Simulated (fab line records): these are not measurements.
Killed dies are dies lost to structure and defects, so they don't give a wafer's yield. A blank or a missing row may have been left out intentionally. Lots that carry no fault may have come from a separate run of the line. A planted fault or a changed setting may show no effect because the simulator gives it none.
2 desks, one fault + flow berkeleyCmos170 + each desk has only its own numbers; what lay behind them comes last

== DESK OF THE TOOL OWNER: lithoTrack-04 ==
The tool's own readings at UCB170_PLDD_HMDS_00 (prime time 60 s): means of the sampled wafers that have a number, for each lot that ran on this tool. A lot is out of limits, marked OUT, if its mean lies more than 4 standard deviations from the usual mean; the brackets give that distance.
Columns: A = primeTempC at UCB170_PLDD_HMDS_00, usual 100.05 C
| lot  | first seen here | A               |
|------|-----------------|-----------------|
| L345 | day 7 15:45     | 99.99           |
| L347 | day 8 00:02     | 100.11          |
| L348 | day 8 08:39     | 99.98           |
| L351 | day 8 09:03     | 98.41 (-11) OUT |
| L352 | day 8 21:44     | 98.37 (-11) OUT |
| L366 | day 11 21:04    | 99.99           |
| L368 | day 12 09:48    | 99.98           |
This desk finds L351, L352 out of limits, L351 being first, at day 8 09:03 (primeTempC at UCB170_PLDD_HMDS_00). Within limits: L345, L347, L348, L366, L368.

== AT THE METROLOGY DESK ==
What the gauges read for every lot (on any tool): the sampled wafers with a number, averaged. A lot is out of limits, marked OUT, if its mean lies more than 4 standard deviations from the usual mean; the brackets give that distance.
Columns: A = WELLDRIVE_OXIDE_THK at UCB170_WELLDRIVE_THK_MEAS_02, usual 199 nm
| lot  | first seen here | A   |
|------|-----------------|-----|
| L345 | day 4 03:50     | 204 |
| L347 | day 4 10:29     | 191 |
| L350 | day 4 21:11     | 202 |
| L348 | day 4 21:13     | 197 |
| L351 | day 5 03:43     | 205 |
| L352 | day 5 14:47     | 195 |
| L353 | day 5 14:47     | 196 |
| L356 | day 6 02:20     | 200 |
| L359 | day 7 03:51     | 203 |
| L360 | day 7 03:51     | 204 |
| L363 | day 7 17:24     | 195 |
| L364 | day 7 23:32     | 190 |
| L366 | day 8 19:11     | 200 |
| L368 | day 8 23:38     | 203 |
This desk's finding: nothing out of limits on any of the 14 lots.

== ALL TOGETHER ==
At day 8 09:03, on L351, L352, the tool owner's desk was in a position to raise an alarm.
Metrology desk: nothing out of limits seen.
The metrology desk has L351, L352 on record, within its limits.
On lithoTrack-04, each named lot ran UCB170_PLDD_HMDS_00.

== WHAT THE SIMULATOR PUT IN ==
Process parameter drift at UCB170_PLDD_HMDS_00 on lithoTrack-04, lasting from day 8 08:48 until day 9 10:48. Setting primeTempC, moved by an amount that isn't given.
Struck lots among those shown: L351, L352.
Each desk's first reading out of limits, in hours after the fault started: the tool owner's desk, 0.
